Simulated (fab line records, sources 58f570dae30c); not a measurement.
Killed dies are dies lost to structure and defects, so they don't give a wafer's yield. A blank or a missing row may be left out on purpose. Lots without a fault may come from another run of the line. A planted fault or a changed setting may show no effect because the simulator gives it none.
Which tool did it? | flow berkeley_cmos170 | 7 lots, 21 wafers sampled, at 1 step of a route of 331

WHAT THE GAUGES READ, wafer by wafer
UCB170_M1_OVL_MEAS_10.
lot  | measured     | on         | M1_OVL (nm)
L435 | day 7 19:58  | overlay-02 | -10 -1 -11
L437 | day 8 06:10  | overlay-02 | -5 -3 -6
L439 | day 9 00:27  | overlay-01 | -3 -5 -11
L441 | day 9 01:20  | overlay-01 | 1 -3 -1
L449 | day 10 15:32 | overlay-01 | -6 -8 -7
L452 | day 11 16:27 | overlay-02 | -7 -7 -5
L451 | day 11 18:51 | overlay-02 | -6 -7 -5

WHICH TOOL RAN EACH LOT (tool, then ch and the chambers of the sampled wafers, then the start)
The record holds no process step before these readings.

THE ANSWER, worked out from the rows above alone
Rule: what is usual is taken from the lots themselves. Put in order of their means at a reading, lots are off if they are a third of the lots or fewer, leave a main group of 4 or more, and stand apart from it by a gap of 3 or more times the standard deviation of the main group's means; of several such gaps the widest counts. A main group whose means are all the same, to the digits that the tables above print for the reading, isn't used. A lot without any number at a reading at which 4 lots or more have one is off too. The other lots that the step has rows for count as sound.
Off: L441, at UCB170_M1_OVL_MEAS_10 (M1_OVL). The main group: mean -6 nm, standard deviation 0.85.
A tool fits if, at a process step before that reading, it ran every lot that is off, and no sound lot after the first of them. The gauges at UCB170_M1_OVL_MEAS_10 are tried like those tools. None of those tried fits.

WHAT THE SIMULATOR HAD PUT IN
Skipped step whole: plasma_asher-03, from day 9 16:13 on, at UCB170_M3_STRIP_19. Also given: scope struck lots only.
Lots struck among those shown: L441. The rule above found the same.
